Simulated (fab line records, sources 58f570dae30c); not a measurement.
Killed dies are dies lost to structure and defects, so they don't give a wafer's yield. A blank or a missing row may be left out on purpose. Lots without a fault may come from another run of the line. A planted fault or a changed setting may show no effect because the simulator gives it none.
fab line records | flow berkeley_cmos170
record lots=14 wafers=42 last_day=11
route steps=331 shown FIELD@126 PSD@181 NSD@196 CONTACT@236
lots that met no fault: from a run of the same line without faults
start_h: hours from the record's first day to the start of the lot's first wafer shown | wait_h: hours since the lot's step before | " the same as in the row above | L1.1+2: a row that stands for several wafers | - no value, or no start given | * or withheld: withheld | < > ~ a bound
route shown NAME@n: a module of which the file shows steps, and the number in the route of the first | usual: mean/standard deviation of fault-free wafers | same: alike in all rows | chamber/n: place in a boat | sites: the reading at each site | _std_site: their standard deviation | _edge_site: outer sites' mean less inner sites' | radius_mm: how far each site lies from the wafer's centre | mask NAME#n: copy n | behind: the tool/chamber that last shaped the wafer | hold: why the lot was held/for how many hours/how that ended | device: the transistor (n, p or np) that didn't switch | end of line: the same wafers' tests at the end of the route | a step without rows: its recipe alone | killed: dies lost to structure and defects at the first sort, not the wafer's yield | map: a wafer's dies, x killed, . not, _ none there
set.NAME: the setting as run; set.NAME@STEP: as run at that earlier step | model.NAME: the simulator's own value behind a step, which no gauge read
steps of the route over a sample of lots; a table a step, a row a wafer
services: from which hour (start_h, from the record's first day; less than 0 if before it) a tool's chamber was out of use, for how many hours, and why
## steps
# step UCB170_FIELD_THK_MEAS_91
# recipe reads=SiO2_of_FIELD_OXIDATION_01
# usual FIELD_OXIDE_LEFT_2_THK=355/9.7
# columns lot.wafer tool chamber start_h wait_h FIELD_OXIDE_LEFT_2_THK[nm]
L425.1 film_metro-01 - 117.02 0.0 342
L425.2 " - " " 342
L425.4 " - " " 342
L427.1 film_metro-02 - 124.78 0.0 347
L427.3 " - " " 346
L427.6 " - " " 351
L426.2 film_metro-04 - 125.09 0.0 344
L426.4 " - " " 330
L426.5 " - " " 340
L429.1 film_metro-01 - 131.04 0.0 363
L429.3 " - " " 362
L429.5 " - " " 361
L431.2 film_metro-04 - 131.05 0.0 372
L431.5 " - " " 367
L431.6 " - " " 367
L432.3 film_metro-01 - 148.47 0.0 354
L432.5 " - " " 360
L432.6 " - " " 355
L434.1 film_metro-04 - 155.79 0.0 350
L434.2 " - " " 348
L434.6 " - " " 333
L435.2 film_metro-02 - 155.80 0.0 346
L435.3 " - " " 345
L435.4 " - " " 356
L433.2 film_metro-01 - 155.84 0.1 370
L433.4 " - " " 369
L433.5 " - " " 367
L436.1 film_metro-02 - 173.55 0.0 359
L436.2 " - " " 363
L436.3 " - " " 368
L437.2 film_metro-04 - 175.12 0.0 347
L437.4 " - " " 350
L437.6 " - " " 352
L446.1 film_metro-02 - 207.69 0.0 354
L446.2 " - " " 368
L446.3 " - " " 361
L445.2 film_metro-02 - 208.55 0.0 358
L445.4 " - " " 365
L445.5 " - " " 362
L448.2 film_metro-04 - 211.18 0.0 354
L448.3 " - " " 351
L448.4 " - " " 352
# step UCB170_PSD_CD_MEAS_06
# recipe target_cd_nm=1200
# usual cd_nm=1200.2/1.3
# columns lot.wafer tool chamber start_h wait_h cd_nm
L425.1 cd_sem-02 - 138.77 - 1200.9
L425.2 " - " " 1201.0
L425.4 " - " " 1200.8
L426.2 cd_sem-01 - 141.47 - 1200.0
L426.4 " - " " 1201.5
L426.5 " - " " 1201.1
L427.1 cd_sem-02 - 142.02 - 1201.9
L427.3 " - " " 1201.3
L427.6 " - " " 1201.8
L429.1 cd_sem-02 - 150.67 - 1201.9
L429.3 " - " " 1200.6
L429.5 " - " " 1201.7
L431.2 cd_sem-01 - 151.61 - 1200.6
L431.5 " - " " 1198.9
L431.6 " - " " 1201.6
L432.3 cd_sem-01 - 165.68 - 1199.0
L432.5 " - " " 1199.1
L432.6 " - " " 1199.7
L433.2 cd_sem-01 - 173.44 - 1201.3
L433.4 " - " " 1200.9
L433.5 " - " " 1199.4
L435.2 cd_sem-02 - 173.71 - 1198.8
L435.3 " - " " 1199.6
L435.4 " - " " 1200.9
L434.1 cd_sem-01 - 174.42 - 1201.1
L434.2 " - " " 1201.6
L434.6 " - " " 1201.5
L437.2 cd_sem-02 - 193.08 - 1201.9
L437.4 " - " " 1202.9
L437.6 " - " " 1202.0
L436.1 cd_sem-02 - 193.21 - 1201.2
L436.2 " - " " 1200.2
L436.3 " - " " 1200.4
L446.1 cd_sem-02 - 227.99 - 1201.9
L446.2 " - " " 1200.5
L446.3 " - " " 1200.9
L445.2 cd_sem-01 - 228.28 - 1199.2
L445.4 " - " " 1199.6
L445.5 " - " " 1199.2
L448.2 cd_sem-01 - 235.49 - 1201.6
L448.3 " - " " 1202.2
L448.4 " - " " 1203.2
# step UCB170_NSD_STRIP_09
# recipe chemistry=O2 power_w=400 pressure_mtorr=3500 platen_temp_c=withheld o2_flow_sccm=400 overash_fraction=0.5
# usual drypump_motor_current_A=5.8/0.41 oes_product_au=0.534/0.0048 overash_fraction=0.5/0 strip_time_to_endpoint_s=35.81/0.069
# columns lot.wafer tool chamber start_h wait_h drypump_motor_current_A oes_product_au overash_fraction rf_hours_counter_h strip_time_to_endpoint_s
L425.1 plasma_asher-02 0 144.79 0.1 6.2 0.527 0.5 43 35.72
L425.2 " 1 " " 5.6 0.528 0.5 43 35.71
L425.4 " 1 " " 5.6 0.538 0.5 - 35.65
L426.2 plasma_asher-01 1 144.94 0.1 5.8 0.536 0.5 43 35.70
L426.4 " 0 " " 5.1 0.538 0.5 - 35.73
L426.5 " 1 " " 5.8 0.534 0.5 - 35.71
L427.1 plasma_asher-01 0 145.22 0.1 5.1 0.541 0.5 43 35.88
L427.3 " 1 " " 5.8 0.529 0.5 - 35.81
L427.6 " 1 " " 5.8 0.533 0.5 - 35.79
L431.2 plasma_asher-04 0 155.19 0.1 6.0 0.532 0.5 37 35.76
L431.5 " 1 " " 6.3 0.536 0.5 - 35.80
L431.6 " 0 " " 6.0 0.541 0.5 - 35.76
L429.1 plasma_asher-04 0 155.47 0.1 6.0 0.541 0.5 37 35.80
L429.3 " 0 " " 5.9 0.540 0.5 - 35.82
L429.5 " 0 " " 6.0 0.527 0.5 - 35.84
L432.3 plasma_asher-04 1 167.47 0.1 6.2 0.533 0.5 - 35.87
L432.5 " 0 " " 6.1 0.535 0.5 - 35.89
L432.6 " 1 " " 6.2 0.524 0.5 - 35.91
L433.2 plasma_asher-04 1 176.48 0.1 6.2 0.536 0.5 39 35.88
L433.4 " 1 " " 6.3 0.529 0.5 - 35.86
L433.5 " 0 " " 6.0 0.537 0.5 - 35.90
L435.2 plasma_asher-01 0 176.96 0.1 5.1 0.539 0.5 47 35.77
L435.3 " 1 " " 5.8 0.527 0.5 - 35.76
L435.4 " 0 " " 5.0 0.536 0.5 - 35.72
L434.1 plasma_asher-04 1 177.21 0.1 6.3 0.505 0.7 39 35.90
L434.2 " 0 " " 6.0 0.538 0.5 39 35.91
L434.6 " 1 " " 6.3 0.493 0.7 - 35.93
L437.2 plasma_asher-01 0 196.83 0.1 5.1 0.533 0.5 49 35.81
L437.4 " 1 " " 5.8 0.545 0.5 - 35.84
L437.6 " 1 " " 5.8 0.528 0.5 - 35.79
L436.1 plasma_asher-04 1 197.00 0.1 6.2 0.498 0.7 41 35.79
L436.2 " 0 " " 6.0 0.541 0.5 41 35.76
L436.3 " 1 " " 6.2 0.498 0.7 - 35.78
L446.1 plasma_asher-02 0 232.82 0.1 6.2 0.532 0.5 52 35.76
L446.2 " 1 " " 5.6 0.537 0.5 52 35.78
L446.3 " 1 " " 5.6 0.535 0.5 - 35.80
L445.2 plasma_asher-01 1 233.08 0.1 5.8 0.533 0.5 53 35.86
L445.4 " 0 " " 5.1 0.536 0.5 - 35.79
L445.5 " 1 " " 5.8 0.535 0.5 - 35.87
L448.2 plasma_asher-02 1 237.59 0.1 5.6 0.526 0.5 53 35.83
L448.3 " 0 " " 6.2 0.538 0.5 - 35.88
L448.4 " 1 " " 5.6 0.530 0.5 - 35.89
# step UCB170_CONTACT_CD_MEAS_90
# recipe target_cd_nm=700
# usual cd_nm=700.2/1.4
# columns lot.wafer tool chamber start_h wait_h cd_nm
L426.2 cd_sem-01 - 152.24 0.1 700.2
L426.4 " - " " 700.9
L426.5 " - " " 700.1
L425.1 cd_sem-01 - 157.55 0.2 698.2
L425.2 " - " " 698.1
L425.4 " - " " 700.3
L427.1 cd_sem-01 - 157.74 0.1 701.2
L427.3 " - " " 700.3
L427.6 " - " " 699.3
L431.2 cd_sem-02 - 162.46 0.1 699.3
L431.5 " - " " 700.7
L431.6 " - " " 699.7
L429.1 cd_sem-01 - 162.81 0.1 699.2
L429.3 " - " " 698.0
L429.5 " - " " 696.7
L432.3 cd_sem-02 - 175.65 0.1 700.6
L432.5 " - " " 702.9
L432.6 " - " " 700.5
L434.1 cd_sem-02 - 186.73 0.1 701.7
L434.2 " - " " 698.9
L434.6 " - " " 700.4
L433.2 cd_sem-01 - 187.01 0.1 699.2
L433.4 " - " " 698.1
L433.5 " - " " 700.6
L435.2 cd_sem-02 - 187.13 0.1 699.5
L435.3 " - " " 700.0
L435.4 " - " " 699.6
L436.1 cd_sem-02 - 207.27 0.1 700.2
L436.2 " - " " 702.9
L436.3 " - " " 702.4
L437.2 cd_sem-01 - 207.84 0.1 701.0
L437.4 " - " " 700.2
L437.6 " - " " 702.0
L446.1 cd_sem-02 - 239.81 0.1 700.8
L446.2 " - " " 701.6
L446.3 " - " " 701.0
L445.2 cd_sem-01 - 241.84 0.1 699.5
L445.4 " - " " 701.7
L445.5 " - " " 699.5
L448.2 cd_sem-02 - 243.82 0.1 699.7
L448.3 " - " " 699.9
L448.4 " - " " 700.9
## services
# columns tool chamber start_h hours kind
plasma_asher-02 - 207.21 2.6 repair
## key
first_sign step=UCB170_NSD_STRIP_09 reading=overash_fraction direction=up sigmas=99+ usual=0.5 struck=0.7
effect step=UCB170_NSD_STRIP_09 reading=oes_product_au direction=down sigmas=7.6 usual=0.534 struck=0.498
met_at UCB170_NSD_STRIP_09
struck_lots L434,L436
struck_wafers L434.1,L434.6,L436.1,L436.3
tester_left_out L434,L436
not_acting_at UCB170_FIELD_THK_MEAS_91,UCB170_PSD_CD_MEAS_06,UCB170_CONTACT_CD_MEAS_90
onset_between 176.48 177.21
fault kind=process_parameter_drift tool=plasma_asher-04 chamber=1 onset_h=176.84 steps=UCB170_NSD_STRIP_09 channel=overash_fraction offset=0.2 shape=step end_h=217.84 acts_in=these_recipes_only stated=0.5
# tester_left_out: of these lots the tester's yield and bins aren't shown, on N5 and GAA mostly nor the transistor test; their killed dies are dies lost to structure and defects alone, not to doping, threshold or leakage, so they don't give the yield
